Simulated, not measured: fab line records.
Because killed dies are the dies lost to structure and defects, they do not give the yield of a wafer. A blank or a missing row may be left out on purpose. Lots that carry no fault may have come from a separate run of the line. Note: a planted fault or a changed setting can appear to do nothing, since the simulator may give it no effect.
Matching of chambers || flow berkeley-cmos170 || UCB170_GATE_ETCH_15 on rie-si-02: 4 sister chambers
The step etches poly-Si in HBr/Cl2, stops on SiO2, time 56.3 s, target depth 278.2 nm. 8 wafers are shown with their chamber, then 9 later ones without.

== WAFERS, EACH WITH ITS CHAMBER ==
{"wafer": "L878.4", "chamber": 0, "drypump-motor-current-A (A)": 5.7, "throttle-valve-pct (%)": 26.18}
{"wafer": "L884.2", "chamber": 0, "drypump-motor-current-A (A)": 5.7, "throttle-valve-pct (%)": 26.19}
{"wafer": "L890.1", "chamber": 3, "drypump-motor-current-A (A)": 6.4, "throttle-valve-pct (%)": 26.32}
{"wafer": "L890.3", "chamber": 1, "drypump-motor-current-A (A)": 6.0, "throttle-valve-pct (%)": 26.76}
{"wafer": "L890.5", "chamber": 1, "drypump-motor-current-A (A)": 6.0, "throttle-valve-pct (%)": 26.75}
{"wafer": "L891.2", "chamber": 2, "drypump-motor-current-A (A)": 5.1, "throttle-valve-pct (%)": 26.44}
{"wafer": "L891.5", "chamber": 2, "drypump-motor-current-A (A)": 5.0, "throttle-valve-pct (%)": 26.42}
{"wafer": "L891.6", "chamber": 3, "drypump-motor-current-A (A)": 6.4, "throttle-valve-pct (%)": 26.32}

== WAFERS MISSING THEIR CHAMBER ==
{"wafer": "L895.4", "drypump-motor-current-A (A)": 5.0, "throttle-valve-pct (%)": 26.42}
{"wafer": "L895.5", "drypump-motor-current-A (A)": 6.4, "throttle-valve-pct (%)": 26.32}
{"wafer": "L895.6", "drypump-motor-current-A (A)": 5.7, "throttle-valve-pct (%)": 26.18}
{"wafer": "L897.1", "drypump-motor-current-A (A)": 6.0, "throttle-valve-pct (%)": 26.75}
{"wafer": "L897.4", "drypump-motor-current-A (A)": 5.0, "throttle-valve-pct (%)": 26.42}
{"wafer": "L897.6", "drypump-motor-current-A (A)": 6.4, "throttle-valve-pct (%)": 26.33}
{"wafer": "L898.2", "drypump-motor-current-A (A)": 6.0, "throttle-valve-pct (%)": 26.75}
{"wafer": "L898.4", "drypump-motor-current-A (A)": 5.7, "throttle-valve-pct (%)": 26.21}
{"wafer": "L898.5", "drypump-motor-current-A (A)": 6.4, "throttle-valve-pct (%)": 26.33}

== WHICH CHAMBER EACH ONE RAN IN ==
{"wafer": "L895.4", "from the rows above": 2, "in truth": 2}
{"wafer": "L895.5", "from the rows above": 3, "in truth": 3}
{"wafer": "L895.6", "from the rows above": 0, "in truth": 0}
{"wafer": "L897.1", "from the rows above": 1, "in truth": 1}
{"wafer": "L897.4", "from the rows above": 2, "in truth": 2}
{"wafer": "L897.6", "from the rows above": 3, "in truth": 3}
{"wafer": "L898.2", "from the rows above": 1, "in truth": 1}
{"wafer": "L898.4", "from the rows above": 0, "in truth": 0}
{"wafer": "L898.5", "from the rows above": 3, "in truth": 3}
Correctly placed: 9 of 9. Left unplaced by these rows: 0. 0 placed wrongly.
How it was worked out, from the rows above alone: a wafer's distance from a chamber is the root of the sum, over the readings, of the square of ((its reading less the chamber's mean) divided by the reading's scatter). The wafer belongs to the nearest chamber; if the next one is less than 2 further off, it can't be placed. A chamber's mean is the mean of its shown wafers. The scatter: take each reading less its chamber's mean, square it, sum over the shown wafers, divide by the number of wafers less the number of chambers, and take the root.
